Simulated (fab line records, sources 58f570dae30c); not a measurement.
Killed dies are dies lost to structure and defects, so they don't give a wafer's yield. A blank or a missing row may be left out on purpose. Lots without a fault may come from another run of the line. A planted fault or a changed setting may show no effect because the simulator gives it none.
fab line records | flow berkeley_cmos170
record lots=14 wafers=42 last_day=13
route steps=331 shown GATE@139 SPACER@171 CONTACT@217
lots that met no fault: from a run of the same line without faults
start_h: hours from the record's first day to the start of the lot's first wafer shown | wait_h: hours since the lot's step before | " the same as in the row above | L1.1+2: a row that stands for several wafers | - no value, or no start given | * or withheld: withheld | < > ~ a bound
route shown NAME@n: a module of which the file shows steps, and the number in the route of the first | usual: mean/standard deviation of fault-free wafers | same: alike in all rows | chamber/n: place in a boat | sites: the reading at each site | _std_site: their standard deviation | _edge_site: outer sites' mean less inner sites' | radius_mm: how far each site lies from the wafer's centre | mask NAME#n: copy n | behind: the tool/chamber that last shaped the wafer | hold: why the lot was held/for how many hours/how that ended | device: the transistor (n, p or np) that didn't switch | end of line: the same wafers' tests at the end of the route | a step without rows: its recipe alone | killed: dies lost to structure and defects at the first sort, not the wafer's yield | map: a wafer's dies, x killed, . not, _ none there
set.NAME: the setting as run; set.NAME@STEP: as run at that earlier step | model.NAME: the simulator's own value behind a step, which no gauge read
steps of the route over a sample of lots; a table a step, a row a wafer
services: from which hour (start_h, from the record's first day; less than 0 if before it) a tool's chamber was out of use, for how many hours, and why
## steps
# step UCB170_GATE_OVL_MEAS_13
# usual GATE_OVL=-1/5.2
# columns lot.wafer tool chamber start_h wait_h GATE_OVL[nm]
L657.1 overlay-01 - 150.79 0.1 -4
L657.3 " - " " 4
L657.5 " - " " 0
L659.1 overlay-02 - 160.46 0.1 -5
L659.3 " - " " -4
L659.5 " - " " -2
L660.2 overlay-01 - 180.04 0.1 -6
L660.5 " - " " 6
L660.6 " - " " 2
L662.4 overlay-02 - 180.33 0.1 1
L662.5 " - " " 0
L662.6 " - " " 7
L663.1 overlay-01 - 180.59 0.1 3
L663.4 " - " " 3
L663.6 " - " " 5
L665.3 overlay-01 - 199.19 0.1 3
L665.5 " - " " -5
L665.6 " - " " 11
L664.1 overlay-01 - 199.46 0.1 -3
L664.2 " - " " -3
L664.3 " - " " -5
L667.3 overlay-01 - 221.49 0.1 0
L667.4 " - " " -1
L667.6 " - " " 4
L673.1 overlay-01 - 253.74 0.1 3
L673.3 " - " " -4
L673.4 " - " " 3
L674.1 overlay-02 - 254.29 0.1 2
L674.3 " - " " 2
L674.5 " - " " 3
L672.1 overlay-02 - 254.57 0.1 -6
L672.4 " - " " -10
L672.6 " - " " 3
L676.1 overlay-01 - 258.20 0.1 5
L676.4 " - " " 6
L676.5 " - " " 4
L678.2 overlay-02 - 269.58 0.1 -2
L678.4 " - " " 16
L678.6 " - " " 7
L679.1 overlay-02 - 269.82 0.1 -5
L679.3 " - " " -1
L679.5 " - " " 5
# step UCB170_GATE_ETCH_14
# recipe chemistry=N2/H2 target_depth_a=withheld overetch_a=withheld target=BARC time_s=withheld source_w=500 bias_w=100 pressure_mtorr=30 n2_flow_sccm=100 h2_flow_sccm=200
# usual chamber_pressure_mTorr=30.002/0.026 drypump_motor_current_A=5.9/0.47 oes_product_au=0.997/0.019 throttle_valve_pct=13.27/0.16
# columns lot.wafer tool chamber start_h wait_h chamber_pressure_mTorr drypump_motor_current_A oes_product_au throttle_valve_pct
L657.1 rie_diel-02 0 150.82 0.0 30.009 6.3 0.999 13.19
L657.3 " 2 " " 29.975 5.9 0.991 12.91
L657.5 " 2 " " 29.983 5.9 0.991 12.91
L659.1 rie_diel-01 2 160.50 0.0 30.001 6.6 1.036 13.28
L659.3 " 0 " " 29.986 5.1 0.977 13.32
L659.5 " 3 " " 29.970 5.8 1.006 13.26
L660.2 rie_diel-03 3 180.07 0.0 30.004 5.5 1.020 13.25
L660.5 " 2 " " 30.019 6.2 0.967 13.28
L660.6 " 3 " " 30.011 5.5 1.031 13.23
L662.4 rie_diel-01 1 180.37 0.0 30.042 6.3 1.036 13.49
L662.5 " 3 " " 29.981 5.8 1.007 13.26
L662.6 " 0 " " 29.956 5.1 0.983 13.32
L663.1 rie_diel-03 3 180.62 0.0 29.991 5.5 1.021 13.23
L663.4 " 0 " " 29.984 5.2 0.983 13.46
L663.6 " 2 " " 29.998 6.2 0.975 13.28
L665.3 rie_diel-01 0 199.22 0.0 29.983 5.1 0.978 13.33
L665.5 " 3 " " 30.013 5.8 1.007 13.23
L665.6 " 0 " " 30.049 5.1 0.969 13.32
L664.1 rie_diel-02 0 199.49 0.0 30.000 6.3 0.994 13.19
L664.2 " 3 " " 29.967 6.5 1.006 13.44
L664.3 " 2 " " 29.999 5.9 0.988 12.91
L667.3 rie_diel-01 1 221.51 0.0 30.014 6.3 1.021 13.50
L667.4 " 2 " " 30.014 6.6 0.992 13.24
L667.6 " 0 " " 30.017 5.1 0.966 13.32
L673.1 rie_diel-01 0 253.78 0.0 30.066 5.1 0.971 13.31
L673.3 " 2 " " 29.990 6.6 1.003 13.25
L673.4 " 2 " " 30.002 6.6 1.002 13.26
L674.1 rie_diel-02 3 254.33 0.0 30.000 6.4 1.002 13.49
L674.3 " 0 " " 29.990 6.3 0.995 13.21
L674.5 " 3 " " 30.002 6.5 1.000 13.47
L672.1 rie_diel-03 3 254.61 0.0 29.966 5.5 1.024 13.24
L672.4 " 0 " " 29.973 5.3 0.973 13.46
L672.6 " 2 " " 30.025 6.2 0.969 13.27
L676.1 rie_diel-01 0 258.24 0.0 30.013 5.1 0.971 13.33
L676.4 " 1 " " 30.045 6.3 1.029 13.48
L676.5 " 2 " " 30.018 6.6 1.002 13.23
L678.2 rie_diel-01 1 269.61 0.0 29.990 6.3 1.024 13.50
L678.4 " 3 " " 29.962 5.8 1.007 13.26
L678.6 " 2 " " 30.033 6.6 0.994 13.25
L679.1 rie_diel-03 3 269.86 0.0 30.058 5.5 1.017 13.23
L679.3 " 0 " " 30.018 5.3 0.986 13.44
L679.5 " 2 " " 30.007 6.2 0.980 13.28
# step UCB170_SPACER_CVD_00
# recipe material=SiO2 target_thk_nm=376 temp_c=390 precursor=TEOS/O2 time_s=47 rf_w=550 pressure_mtorr=9000
# usual heater_power_w=230/51
# columns lot.wafer tool chamber start_h wait_h heater_power_w since_wet_clean_h
L657.1 pecvd-03 2 159.63 0.0 159 131
L657.3 " 1 " " 204 131
L657.5 " 1 " " 226 -
L659.1 pecvd-03 1 164.94 0.0 206 136
L659.3 " 2 " " 224 136
L659.5 " 2 " " 154 -
L660.2 pecvd-01 0 184.51 0.0 240 35
L660.5 " 0 " " 247 -
L660.6 " 1 " " 151 -
L662.4 pecvd-03 2 185.05 0.0 192 -
L662.5 " 1 " " 224 -
L662.6 " 0 " " 200 -
L663.1 pecvd-03 2 185.49 0.0 185 157
L663.4 " 2 " " 198 -
L663.6 " 0 " " 228 -
L665.3 pecvd-03 1 203.40 0.0 281 175
L665.5 " 0 " " 188 -
L665.6 " 1 " " 283 -
L664.1 pecvd-01 2 203.68 0.0 230 54
L664.2 " 0 " " 234 54
L664.3 " 1 " " 177 54
L667.3 pecvd-02 2 226.83 0.0 223 412
L667.4 " 2 " " 240 -
L667.6 " 1 " " 305 -
L673.1 pecvd-02 2 262.75 0.0 248 6
L673.3 " 1 " " 306 6
L673.4 " 2 " " 261 -
L672.1 pecvd-01 1 263.02 0.0 159 114
L672.4 " 2 " " 210 -
L672.6 " 1 " " 171 -
L674.1 pecvd-03 1 263.30 0.0 275 235
L674.3 " 2 " " 204 235
L674.5 " 1 " " 283 -
L676.1 pecvd-02 2 265.51 0.0 269 9
L676.4 " 2 " " 276 -
L676.5 " 0 " " 170 -
L679.1 pecvd-01 2 276.32 0.0 298 127
L679.3 " 0 " " 212 127
L679.5 " 2 " " 301 -
L678.2 pecvd-03 0 276.67 0.0 240 248
L678.4 " 1 " " 203 -
L678.6 " 0 " " 249 -
# step UCB170_CONTACT_CVD_01
# recipe material=PSG target_thk_nm=700 temp_c=450 precursor=SiH4/O2/PH3 time_s=2820 pressure_mtorr=307.8 sih4_flow_sccm=60 o2_flow_sccm=90 ph3_flow_sccm=25
# usual o2_flow_sccm=89.99/0.23 zone_power_centre_pct=18.8/1.4
# columns lot.wafer tool chamber start_h wait_h o2_flow_sccm zone_power_centre_pct
L657.1 lpcvd-01 0 175.05 0.7 89.91 18.6
L657.3 " 0 " " 90.10 18.0
L657.5 " 0 " " 89.91 18.5
L659.1 lpcvd-02 1 180.79 0.5 90.25 18.7
L659.3 " 1 " " 89.58 18.9
L659.5 " 1 " " 89.83 18.7
L660.2 lpcvd-01 1 204.03 2.6 90.45 21.5
L660.5 " 1 " " 90.11 21.0
L660.6 " 1 " " 90.26 21.0
L662.4 lpcvd-01 0 204.03 2.6 90.10 18.7
L662.5 " 0 " " 90.35 18.7
L662.6 " 0 " " 90.03 18.9
L663.1 lpcvd-01 1 204.03 3.1 90.10 21.1
L663.4 " 1 " " 89.71 21.0
L663.6 " 1 " " 89.84 21.5
L664.1 lpcvd-01 1 221.59 0.1 107.90 21.6
L664.2 " 1 " " 107.96 21.1
L664.3 " 1 " " 107.90 21.2
L665.3 lpcvd-01 0 221.59 0.1 107.70 18.3
L665.5 " 0 " " 107.92 18.4
L665.6 " 0 " " 108.05 18.2
L667.3 lpcvd-02 1 239.54 0.0 89.98 19.1
L667.4 " 1 " " 90.23 19.1
L667.6 " 1 " " 89.99 18.5
L672.1 lpcvd-02 1 277.37 1.4 90.04 18.9
L672.4 " 1 " " 89.93 18.6
L672.6 " 1 " " 90.13 18.9
L673.1 lpcvd-02 1 277.37 0.9 89.44 18.9
L673.3 " 1 " " 89.79 19.1
L673.4 " 1 " " 89.95 18.8
L674.1 lpcvd-02 0 277.37 0.9 89.80 17.0
L674.3 " 0 " " 90.07 17.6
L674.5 " 0 " " 89.53 16.9
L676.1 lpcvd-02 0 277.37 0.5 89.51 16.8
L676.4 " 0 " " 89.74 17.5
L676.5 " 0 " " 90.02 17.6
L679.1 lpcvd-01 0 287.49 0.0 89.80 18.5
L679.3 " 0 " " 90.01 18.5
L679.5 " 0 " " 90.12 18.6
L678.2 lpcvd-01 0 289.27 1.1 90.18 18.5
L678.4 " 0 " " 90.05 18.3
L678.6 " 0 " " 90.25 18.4
# step UCB170_CONTACT_THK_MEAS_02
# recipe reads=PSG_of_CONTACT_CVD_01
# usual CONTACT_PSG_THK=709/6.2
# columns lot.wafer tool chamber start_h wait_h CONTACT_PSG_THK[nm]
L657.1 film_metro-04 - 176.83 0.0 716
L657.3 " - " " 711
L657.5 " - " " 716
L659.1 film_metro-04 - 182.58 0.0 717
L659.3 " - " " 717
L659.5 " - " " 715
L663.1 film_metro-01 - 205.81 0.0 711
L663.4 " - " " 713
L663.6 " - " " 709
L660.2 film_metro-04 - 205.82 0.0 714
L660.5 " - " " 707
L660.6 " - " " 702
L662.4 film_metro-03 - 205.84 0.0 711
L662.5 " - " " 709
L662.6 " - " " 712
L664.1 film_metro-03 - 223.37 0.0 775
L664.2 " - " " 778
L664.3 " - " " 774
L665.3 film_metro-04 - 223.39 0.0 769
L665.5 " - " " 766
L665.6 " - " " 763
L667.3 film_metro-04 - 241.34 0.0 707
L667.4 " - " " 712
L667.6 " - " " 708
L672.1 film_metro-04 - 279.16 0.0 708
L672.4 " - " " 712
L672.6 " - " " 713
L673.1 film_metro-03 - 279.16 0.0 706
L673.3 " - " " 702
L673.4 " - " " 706
L676.1 film_metro-01 - 279.21 0.1 706
L676.4 " - " " 711
L676.5 " - " " 709
L674.1 film_metro-04 - 279.22 0.1 711
L674.3 " - " " 711
L674.5 " - " " 712
L679.1 film_metro-03 - 289.27 0.0 720
L679.3 " - " " 717
L679.5 " - " " 717
L678.2 film_metro-03 - 291.07 0.0 705
L678.4 " - " " 696
L678.6 " - " " 699
# step UCB170_CONTACT_ETCH_18
# recipe chemistry=CHF3/CF4/Ar target=PSG stop_on=TiSi2 CHF3_flow_sccm=45 cf4_flow_sccm=15 Ar_flow_sccm=150 pressure_mtorr=200 rf_w=700 target_depth_a=8400 over_etch_frac=0.2 time_s=195
# usual chamber_pressure_mTorr=200.00/0.19 drypump_motor_current_A=5.9/0.47 oes_product_au=0.897/0.014 throttle_valve_pct=6.91/0.12
# columns lot.wafer tool chamber start_h wait_h chamber_pressure_mTorr drypump_motor_current_A oes_product_au rf_hours_counter_h throttle_valve_pct
L657.1 rie_diel-04 3 - - 199.81 5.6 0.888 2 7.09
L657.3 " 0 " " 200.12 4.9 0.902 50 6.92
L657.5 " 1 " " 199.94 5.8 0.904 - 7.10
L659.1 rie_diel-03 3 - - 199.74 5.5 0.927 10 6.89
L659.3 " 2 " " 200.03 6.2 0.893 128 6.90
L659.5 " 2 " " 199.95 6.2 0.891 - 6.91
L663.1 rie_diel-02 2 - - 200.13 5.9 0.898 129 6.64
L663.4 " 1 " " 200.04 6.2 0.911 47 6.84
L663.6 " 3 " " 200.13 6.5 0.898 - 7.02
L660.2 rie_diel-04 0 - - 200.21 4.9 0.902 51 6.92
L660.5 " 3 " " 200.16 5.6 0.884 - 7.07
L660.6 " 2 " " 199.68 6.6 0.888 - 6.97
L662.4 rie_diel-03 1 - - 199.94 5.9 0.884 - 6.80
L662.5 " 2 " " 200.00 6.2 0.879 - 6.89
L662.6 " 3 " " 199.73 5.5 0.917 - 6.89
L664.1 rie_diel-03 1 - - 199.99 5.9 0.918 87 6.79
L664.2 " 3 " " 200.24 5.5 0.967 12 6.89
L664.3 " 2 " " 200.02 6.2 0.924 131 6.91
L665.3 rie_diel-04 0 - - 199.90 4.9 0.939 52 6.91
L665.5 " 1 " " 200.02 5.8 0.939 - 7.10
L665.6 " 2 " " 199.71 6.6 0.933 - 6.96
L667.3 rie_diel-02 0 - - 200.04 6.3 0.907 8 6.83
L667.4 " 3 " " 200.24 6.5 0.908 106 7.03
L667.6 " 1 " " 199.90 6.2 0.902 - 6.85
L672.1 rie_diel-02 0 - - 199.75 6.3 0.903 10 6.83
L672.4 " 1 " " 200.38 6.2 0.908 50 6.84
L672.6 " 3 " " 200.08 6.4 0.903 - 7.01
L673.1 rie_diel-03 0 - - 200.13 5.2 0.880 16 6.95
L673.3 " 3 " " 200.10 5.5 0.918 15 6.90
L673.4 " 2 " " 199.79 6.2 0.881 133 6.92
L676.1 rie_diel-02 3 - - 200.04 6.4 0.905 108 7.01
L676.4 " 0 " " 200.05 6.3 0.897 10 6.83
L676.5 " 3 " " 199.79 6.4 0.901 - 7.01
L674.1 rie_diel-03 2 - - 199.92 6.2 0.884 134 6.90
L674.3 " 1 " " 200.39 5.9 0.878 89 6.81
L674.5 " 0 " " 199.83 5.3 0.890 - 6.95
L679.1 rie_diel-02 0 - - 200.24 6.3 0.905 11 6.83
L679.3 " 1 " " 199.67 6.2 0.919 51 6.82
L679.5 " 3 " " 199.89 6.5 0.914 - 7.02
L678.2 rie_diel-03 3 - - 199.61 5.5 0.921 16 6.88
L678.4 " 1 " " 199.82 5.9 0.871 - 6.80
L678.6 " 3 " " 199.86 5.5 0.906 - 6.90
## services
# columns tool chamber start_h hours kind
rie_diel-03 - 128.35 2.8 pm
rie_diel-03 - 133.22 0.9 repair
pecvd-01 - 135.50 14.0 pm
rie_diel-03 1 141.34 2.6 repair
rie_diel-02 3 142.99 8.2 repair
rie_diel-04 - 144.02 0.5 repair
rie_diel-02 1 147.79 24.1 repair
rie_diel-04 1 163.48 1.7 repair
rie_diel-02 3 165.78 13.6 repair
rie_diel-03 1 169.21 18.1 repair
rie_diel-03 - 183.87 0.2 repair
rie_diel-03 3 193.82 6.9 repair
rie_diel-03 0 200.15 27.7 repair
lpcvd-02 - 200.34 14.6 pm
pecvd-02 1 211.27 5.0 repair
rie_diel-01 3 220.94 4.2 repair
rie_diel-04 - 235.16 2.8 pm
pecvd-02 - 242.50 14.0 pm
rie_diel-02 2 254.73 3.5 repair
rie_diel-01 3 257.93 2.4 repair
rie_diel-03 2 286.77 - clean
rie_diel-03 2 286.77 20.3 scheduled_down
rie_diel-03 2 286.77 20.3 vent_cycle
rie_diel-02 2 287.24 - clean
## key
first_sign step=UCB170_CONTACT_CVD_01 reading=o2_flow_sccm direction=up sigmas=77 usual=89.99 struck=107.90
effect step=UCB170_CONTACT_THK_MEAS_02 reading=CONTACT_PSG_THK direction=up sigmas=10 usual=709 struck=771
effect step=UCB170_CONTACT_ETCH_18 reading=oes_product_au direction=up sigmas=2.9 usual=0.897 struck=0.937
met_at UCB170_CONTACT_CVD_01
struck_lots L664,L665
tester_left_out L664,L665
not_acting_at UCB170_GATE_OVL_MEAS_13,UCB170_GATE_ETCH_14,UCB170_SPACER_CVD_00
onset_between 204.03 221.59
fault kind=process_parameter_drift tool=lpcvd-01 chamber=- onset_h=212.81 steps=UCB170_CONTACT_CVD_01 channel=o2_flow_sccm offset=18 shape=step end_h=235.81 stated=90
# tester_left_out: of these lots the tester's yield and bins aren't shown, on N5 and GAA mostly nor the transistor test; their killed dies are dies lost to structure and defects alone, not to doping, threshold or leakage, so they don't give the yield
